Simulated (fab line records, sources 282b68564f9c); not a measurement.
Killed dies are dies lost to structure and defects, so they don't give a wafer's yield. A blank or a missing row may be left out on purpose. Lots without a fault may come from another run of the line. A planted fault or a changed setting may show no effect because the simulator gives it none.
Which tool did it? | flow rit_cmos | 14 lots, 42 wafers sampled, at 6 steps of a route of 202

WHAT THE GAUGES READ, wafer by wafer
RIT_ACTIVE_THK_MEAS_02. Usual: ACTIVE_OXIDE_THK 46.6 nm, standard deviation 0.79.
lot  | measured    | on            | ACTIVE_OXIDE_THK (nm) | flag
L463 | day 1 17:03 | film_metro-03 | 46.8 47.1 45.8        |
L464 | day 1 22:04 | film_metro-03 | 46.8 46.4 46.4        |
L465 | day 2 03:03 | film_metro-02 | 46.4 47.7 47.4        |
L466 | day 2 08:03 | film_metro-01 | 45.8 46.1 45.9        |
L468 | day 2 18:03 | film_metro-02 | 46.7 47.7 47.4        |
L469 | day 2 23:37 | film_metro-01 | 48.0 47.8 47.0        |
L472 | day 3 14:04 | film_metro-02 | 46.3 46.0 46.2        |
L473 | day 3 19:04 | film_metro-02 | 46.3 45.6 47.1        |
L474 | day 4 00:04 | film_metro-03 | 46.3 46.0 46.2        |
L475 | day 4 06:08 | film_metro-01 | 46.8 47.0 47.7        |
L477 | day 4 15:23 | film_metro-01 | 47.9 48.2 48.2        |
L478 | day 4 20:04 | film_metro-03 | 46.2 45.7 46.3        |
L484 | day 6 02:04 | film_metro-02 | 46.3 45.1 46.2        |
L485 | day 6 07:04 | film_metro-02 | 45.6 45.3 45.6        |

RIT_NWELL_TW_MEAS_10. Usual: NWELL_TW 2135, standard deviation 17.
lot  | measured    | on            | NWELL_TW       | flag
L463 | day 2 02:23 | film_metro-04 | 2140 2128 2135 |
L464 | day 2 08:35 | film_metro-03 | 2110 2101 2108 |
L465 | day 2 13:23 | film_metro-04 | 2140 2135 2136 |
L466 | day 2 16:56 | film_metro-03 | 2121 2112 2118 |
L468 | day 3 04:08 | film_metro-04 | 2131 2132 2124 |
L469 | day 3 08:42 | film_metro-04 | 2131 2131 2139 |
L472 | day 3 23:14 | film_metro-01 | 2158 2166 2164 |
L473 | day 4 06:31 | film_metro-01 | 2171 2169 2160 |
L474 | day 4 09:53 | film_metro-04 | 2145 2131 2143 |
L475 | day 4 15:04 | film_metro-01 | 1858 1858 1872 | OFF
L477 | day 5 01:31 | film_metro-03 | 2120 2119 2100 |
L478 | day 5 04:52 | film_metro-03 | 1832 1823 1832 | OFF
L484 | day 6 11:20 | film_metro-01 | 2142 2152 2157 |
L485 | day 6 16:17 | film_metro-01 | 2145 2134 2149 |

RIT_WELLDRIVE_RS_MEAS_01: measures by four-point-probe. Usual: NWELL_RS 275.2 ohm/sq, standard deviation 0.72.
lot  | measured    | on            | NWELL_RS (ohm/sq) | flag
L463 | day 2 09:13 | film_metro-03 | 275.3 274.1 275.1 |
L464 | day 2 15:25 | film_metro-01 | 275.2 275.5 275.5 |
L465 | day 2 20:07 | film_metro-01 | 275.2 275.9 275.9 |
L466 | day 3 01:12 | film_metro-01 | 274.8 275.5 275.1 |
L468 | day 3 11:07 | film_metro-04 | 274.2 274.9 274.6 |
L469 | day 3 15:35 | film_metro-04 | 275.8 275.8 275.0 |
L472 | day 4 06:04 | film_metro-04 | 273.2 273.4 274.3 |
L473 | day 4 13:29 | film_metro-01 | 274.2 275.7 274.8 |
L474 | day 4 17:37 | film_metro-01 | 274.5 273.6 274.8 |
L475 | day 4 21:55 | film_metro-01 | 367.9 368.2 364.7 | OFF
L477 | day 5 08:24 | film_metro-04 | 275.5 275.6 276.0 |
L478 | day 5 11:43 | film_metro-01 | 365.4 365.3 364.5 | OFF
L484 | day 6 18:02 | film_metro-04 | 274.6 275.3 274.3 |
L485 | day 6 22:59 | film_metro-03 | 274.7 275.4 275.2 |

RIT_NRETRO_TW_MEAS_10. Usual: NRETRO_TW 1046, standard deviation 10.
lot  | measured    | on            | NRETRO_TW      | flag
L463 | day 2 11:04 | film_metro-01 | 1065 1059 1065 |
L464 | day 2 17:16 | film_metro-01 | 1064 1062 1062 |
L465 | day 2 21:59 | film_metro-02 | 1043 1041 1038 |
L466 | day 3 03:01 | film_metro-02 | 1042 1042 1045 |
L468 | day 3 12:59 | film_metro-03 | 1039 1035 1038 |
L469 | day 3 17:20 | film_metro-01 | 1056 1057 1054 |
L472 | day 4 07:55 | film_metro-01 | 1058 1061 1058 |
L473 | day 4 15:12 | film_metro-02 | 1033 1040 1042 |
L474 | day 4 19:24 | film_metro-03 | 1045 1049 1042 |
L475 | day 4 23:39 | film_metro-02 | 1046 1041 1036 |
L477 | day 5 10:16 | film_metro-02 | 1034 1037 1041 |
L478 | day 5 13:34 | film_metro-02 | 1037 1043 1042 |
L484 | day 6 19:53 | film_metro-02 | 1042 1046 1043 |
L485 | day 7 00:53 | film_metro-03 | 1037 1040 1034 |

WHICH TOOL RAN EACH LOT (tool, then ch and the chambers of the sampled wafers, then the start)
lot  | RIT_NWELL_IMPLANT_08           | RIT_PWELL_STRIP_09
L463 | implanter-04 ch 0, day 2 02:04 | plasma_asher-04 ch 0,1, day 2 03:47
L464 | implanter-03 ch 0, day 2 08:16 | plasma_asher-02 ch 0,1, day 2 10:04
L465 | implanter-01 ch 0, day 2 13:03 | plasma_asher-04 ch 0,1, day 2 14:48
L466 | implanter-01 ch 0, day 2 16:37 | plasma_asher-04 ch 0,1, day 2 18:19
L468 | implanter-01 ch 0, day 3 03:48 | plasma_asher-04 ch 0,1, day 3 05:49
L469 | implanter-04 ch 0, day 3 08:23 | plasma_asher-03 ch 0,1, day 3 10:15
L472 | implanter-03 ch 0, day 3 22:55 | plasma_asher-03 ch 0,1, day 4 00:43
L473 | implanter-04 ch 0, day 4 06:13 | plasma_asher-03 ch 0,1, day 4 08:11
L474 | implanter-04 ch 0, day 4 09:35 | plasma_asher-03 ch 0,1, day 4 11:29
L475 | implanter-03 ch 0, day 4 14:44 | plasma_asher-03 ch 0,1, day 4 16:34
L477 | implanter-04 ch 0, day 5 01:11 | plasma_asher-02 ch 0,1, day 5 02:53
L478 | implanter-03 ch 0, day 5 04:34 | plasma_asher-02 ch 0,1, day 5 06:14
L484 | implanter-01 ch 0, day 6 11:02 | plasma_asher-02 ch 0,1, day 6 12:43
L485 | implanter-04 ch 0, day 6 15:58 | plasma_asher-04 ch 0,1, day 6 17:39
- RIT_NWELL_IMPLANT_08
- RIT_PWELL_STRIP_09: strips in O2, time 180 s.

WHAT THE TOOLS THEMSELVES READ (means of the sampled wafers that have a number; where no wafer has one, the mark that the record gives instead)
RIT_NWELL_IMPLANT_08. Usual: dose_ions_cm2 5e+13, standard deviation 4.6e+10; end_station_pressure_torr 5.11e-06 Torr, standard deviation 2.6e-07; faraday_current_uA 159, standard deviation 3.3.
lot  | tool         | dose_ions_cm2 | end_station_pressure_torr (Torr) | faraday_current_uA | flag
L463 | implanter-04 | 5e+13         | 5.34e-06                         | 157                |
L464 | implanter-03 | 5e+13         | 5.21e-06                         | 159                |
L465 | implanter-01 | 5e+13         | 4.89e-06                         | 159                |
L466 | implanter-01 | 5e+13         | 4.94e-06                         | 159                |
L468 | implanter-01 | 5e+13         | 5.36e-06                         | 157                |
L469 | implanter-04 | 5e+13         | 5.41e-06                         | 160                |
L472 | implanter-03 | 5e+13         | 4.94e-06                         | 161                |
L473 | implanter-04 | 5e+13         | 4.99e-06                         | 157                |
L474 | implanter-04 | 5e+13         | 5.21e-06                         | 158                |
L475 | implanter-03 | 3e+13         | 5.15e-06                         | 101                | OFF
L477 | implanter-04 | 5e+13         | 5.15e-06                         | 160                |
L478 | implanter-03 | 3e+13         | 5.00e-06                         | 101                | OFF
L484 | implanter-01 | 5e+13         | 5.09e-06                         | 162                |
L485 | implanter-04 | 5e+13         | 5.14e-06                         | 160                |

RIT_PWELL_STRIP_09. Usual: chamber_pressure_mTorr 3999 mTorr, standard deviation 3.4; drypump_motor_current_A 5.5 A, standard deviation 0.36.
lot  | tool            | chamber_pressure_mTorr (mTorr) | drypump_motor_current_A (A) | flag
L463 | plasma_asher-04 | 4002                           | 5.6                         |
L464 | plasma_asher-02 | 3999                           | 5.4                         |
L465 | plasma_asher-04 | 3997                           | 5.6                         |
L466 | plasma_asher-04 | 3998                           | 5.7                         |
L468 | plasma_asher-04 | 4000                           | 5.6                         |
L469 | plasma_asher-03 | 4002                           | 5.4                         |
L472 | plasma_asher-03 | 4002                           | 5.4                         |
L473 | plasma_asher-03 | 3999                           | 5.4                         |
L474 | plasma_asher-03 | 4000                           | 5.4                         |
L475 | plasma_asher-03 | 3999                           | 5.4                         |
L477 | plasma_asher-02 | 3997                           | 5.4                         |
L478 | plasma_asher-02 | 3999                           | 5.5                         |
L484 | plasma_asher-02 | 4001                           | 5.6                         |
L485 | plasma_asher-04 | 4000                           | 5.6                         |

THE ANSWER, worked out from the rows above alone
Rule: a lot is off if the mean of its wafers that have a number lies more than 3 standard deviations from the usual mean. A lot without any number at a reading at which 4 lots or more have one is off too. The other lots that the step has rows for count as sound. The gauges are gone through in route order, then the tools' own readings, and for those a lot's mean is taken as printed above. The first step at which some lot is off is used, and at that step the reading that is off furthest; a lot without a number counts as furthest.
Off: L475, L478, at RIT_NWELL_TW_MEAS_10 (NWELL_TW).
A tool fits if, at a process step before that reading, it ran every lot that is off, and no sound lot after the first of them. The gauges at RIT_NWELL_TW_MEAS_10 aren't tried: what is off there is off at RIT_NWELL_IMPLANT_08 too, on other tools, and a gauge's error can't cause that. One fits: implanter-03 at RIT_NWELL_IMPLANT_08. Its last sound lot is L472 (day 3 22:55), its first lot that is off L475 (day 4 14:44): a fault that began between those two fits.
The tool's own readings at RIT_NWELL_IMPLANT_08 bear it out: on the lots that are off they differ by more than 5 times the standard deviation of the sound lots' means. dose_ions_cm2 reads 3e+13 there against 5e+13 on the sound lots; faraday_current_uA reads 101 there against 159 on the sound lots.

WHAT THE SIMULATOR HAD PUT IN
Process parameter drift: implanter-03, from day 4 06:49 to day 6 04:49, at RIT_NWELL_IMPLANT_08. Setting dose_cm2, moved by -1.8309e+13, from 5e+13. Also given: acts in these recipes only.
Lots struck among those shown: L475, L478. The rule above found the same.
